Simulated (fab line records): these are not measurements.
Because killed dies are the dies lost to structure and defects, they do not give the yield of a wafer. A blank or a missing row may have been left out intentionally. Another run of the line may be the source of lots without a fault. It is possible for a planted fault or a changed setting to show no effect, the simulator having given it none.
What tool caused it? | flow rit-cmos | Sampling: 14 lots, 42 wafers, 2 of 202 route steps

== WHAT THE GAUGES READ, wafer by wafer ==
RIT_M1_CD_MEAS_09: target cd 2600 nm.
lot  | measured    | on        | cd-nm (nm)
L504 | day 3 10:16 | cd-sem-02 | 2599.0 2599.3 2598.0
L505 | day 3 15:47 | cd-sem-02 | 2599.8 2599.4 2598.1
L506 | day 3 17:35 | cd-sem-02 | 2603.8 2601.8 2603.9
L507 | day 3 21:59 | cd-sem-02 | 2596.6 2596.2 2597.1
L508 | day 4 05:02 | cd-sem-02 | 2599.3 2598.2 2597.9
L509 | day 4 11:40 | cd-sem-01 | 2599.4 2600.0 2597.5
L510 | day 4 13:49 | cd-sem-01 | 2600.3 2599.5 2600.8
L511 | day 4 23:41 | cd-sem-01 | 2601.2 2601.6 2603.7
L512 | day 5 02:58 | cd-sem-02 | 2597.3 2598.5 2597.6
L513 | day 5 10:43 | cd-sem-02 | 2599.5 2599.5 2598.8
L514 | day 5 15:32 | cd-sem-02 | 2599.7 2599.1 2598.5
L515 | day 5 18:34 | cd-sem-02 | 2604.8 2601.3 2602.1
L526 | day 7 22:21 | cd-sem-01 | 2588.2 2589.6 2588.0
L527 | day 8 05:53 | cd-sem-02 | 2583.1 2585.7 2584.3

== TOOL THAT RAN EACH LOT (tool first, then ch and the chambers of the sampled wafers, then the start) ==
lot  | RIT_M1_DEVELOP_08
L504 | litho-track-03 ch 0, day 3 10:00
L505 | litho-track-02 ch 0, day 3 15:00
L506 | litho-track-03 ch 0, day 3 17:00
L507 | litho-track-03 ch 0, day 3 21:00
L508 | litho-track-02 ch 0, day 4 04:00
L509 | litho-track-04 ch 0, day 4 11:00
L510 | litho-track-04 ch 0, day 4 13:00
L511 | litho-track-04 ch 0, day 4 23:00
L512 | litho-track-02 ch 0, day 5 02:00
L513 | litho-track-04 ch 0, day 5 10:00
L514 | litho-track-04 ch 0, day 5 15:00
L515 | litho-track-04 ch 0, day 5 18:00
L526 | litho-track-02 ch 0, day 7 22:00
L527 | litho-track-02 ch 0, day 8 05:00
- RIT_M1_DEVELOP_08: develop time 68 s.

== WHAT THE TOOLS THEMSELVES READ (means of the sampled wafers that have a number; where no wafer has one, the mark that the record gives instead) ==
The record holds no such reading with a usual standard deviation.

== THE ANSWER, worked out from the rows above alone ==
Rule: the usual values come from the lots themselves. The widest of any qualifying gaps counts: lots, ordered by their means at a reading, are off when they make up no more than a third of the lots, leave a main group of 4 or more, and stand apart from it by 3 or more times the standard deviation of that group's means. The tables above print the reading to a certain number of digits; a main group whose means all agree to those digits is not used. A lot without any number at a reading at which 4 lots or more have one is off too. All remaining lots with rows at the step are treated as sound. First the gauges in route order, then the tools' own readings, where a lot's mean is used as printed above. The first step at which some lot is off is used, and at that step the reading that is off furthest; a lot without a number counts as furthest.
Off: L526, L527, at RIT_M1_CD_MEAS_09 (cd-nm). The main group has a mean of 2599.7 nm with a standard deviation of 1.9.
If a tool, at a process step before that reading, ran all the lots that are off and no sound lot after the first of them, it fits. Gauges at RIT_M1_CD_MEAS_09: tried the same way as those tools. One fits: RIT_M1_DEVELOP_08 on litho-track-02. A fault onset in the window from L512 (day 5 02:00, its last sound lot) to L526 (day 7 22:00, its first lot off) fits.

== WHAT THE SIMULATOR HAD PUT IN ==
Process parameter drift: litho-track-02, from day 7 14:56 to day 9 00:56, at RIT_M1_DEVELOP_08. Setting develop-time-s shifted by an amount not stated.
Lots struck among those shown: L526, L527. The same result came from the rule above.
